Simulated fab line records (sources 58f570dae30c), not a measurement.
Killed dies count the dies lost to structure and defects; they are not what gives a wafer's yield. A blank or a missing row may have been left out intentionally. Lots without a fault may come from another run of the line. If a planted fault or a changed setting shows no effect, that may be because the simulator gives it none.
Chamber matching || flow berkeleyCmos170 || UCB170_GATE_ETCH_15 on rieSi-01: 4 sister chambers
The step etches poly-Si in HBr/Cl2, stops on SiO2, time 56.3 s, target depth 278.2 nm. 8 wafers are shown with their chamber, then 9 later ones without.

WAFERS WITH THEIR CHAMBER
{"wafer": "L100.1", "chamber": 0, "throttleValvePct (%)": 26.38, "drypumpMotorCurrentA (A)": 5.43}
{"wafer": "L106.2", "chamber": 0, "throttleValvePct (%)": 26.37, "drypumpMotorCurrentA (A)": 5.41}
{"wafer": "L106.6", "chamber": 2, "throttleValvePct (%)": 26.22, "drypumpMotorCurrentA (A)": 5.67}
{"wafer": "L104.1", "chamber": 1, "throttleValvePct (%)": 26.83, "drypumpMotorCurrentA (A)": 5.77}
{"wafer": "L104.6", "chamber": 3, "throttleValvePct (%)": 26.23, "drypumpMotorCurrentA (A)": 6.00}
{"wafer": "L102.1", "chamber": 3, "throttleValvePct (%)": 26.23, "drypumpMotorCurrentA (A)": 5.98}
{"wafer": "L102.3", "chamber": 1, "throttleValvePct (%)": 26.83, "drypumpMotorCurrentA (A)": 5.75}
{"wafer": "L102.4", "chamber": 2, "throttleValvePct (%)": 26.21, "drypumpMotorCurrentA (A)": 5.69}

WAFERS WITHOUT THEIR CHAMBER
{"wafer": "L111.1", "throttleValvePct (%)": 26.22, "drypumpMotorCurrentA (A)": 5.66}
{"wafer": "L111.3", "throttleValvePct (%)": 26.38, "drypumpMotorCurrentA (A)": 5.40}
{"wafer": "L111.6", "throttleValvePct (%)": 26.24, "drypumpMotorCurrentA (A)": 5.93}
{"wafer": "L116.1", "throttleValvePct (%)": 26.38, "drypumpMotorCurrentA (A)": 5.43}
{"wafer": "L116.2", "throttleValvePct (%)": 26.22, "drypumpMotorCurrentA (A)": 5.98}
{"wafer": "L116.4", "throttleValvePct (%)": 26.83, "drypumpMotorCurrentA (A)": 5.77}
{"wafer": "L115.1", "throttleValvePct (%)": 26.37, "drypumpMotorCurrentA (A)": 5.40}
{"wafer": "L115.3", "throttleValvePct (%)": 26.05, "drypumpMotorCurrentA (A)": 5.67}
{"wafer": "L115.5", "throttleValvePct (%)": 26.22, "drypumpMotorCurrentA (A)": 5.89}

WHICH CHAMBER EACH ONE RAN IN
{"wafer": "L111.1", "from the rows above": 2, "in truth": 2}
{"wafer": "L111.3", "from the rows above": 0, "in truth": 0}
{"wafer": "L111.6", "from the rows above": 3, "in truth": 3}
{"wafer": "L116.1", "from the rows above": 0, "in truth": 0}
{"wafer": "L116.2", "from the rows above": 3, "in truth": 3}
{"wafer": "L116.4", "from the rows above": 1, "in truth": 1}
{"wafer": "L115.1", "from the rows above": 0, "in truth": 0}
{"wafer": "L115.3", "from the rows above": 2, "in truth": 2}
{"wafer": "L115.5", "from the rows above": 3, "in truth": 3}
Correct placement for 9 of the 9. From these rows, 0 cannot be placed. Wrongly placed: 0.
How it was worked out, from the rows above alone: a wafer's distance from a chamber is the root of the sum, over the readings, of the square of ((its reading less the chamber's mean) divided by the reading's scatter). If the next closest chamber is less than 2 further off than the closest, the wafer can't be placed; otherwise it belongs to the closest. The mean given for a chamber averages the wafers shown for that chamber. The scatter is the square root of a quotient: the sum, over the shown wafers, of each reading's squared deviation from its chamber's mean, divided by wafers minus chambers.
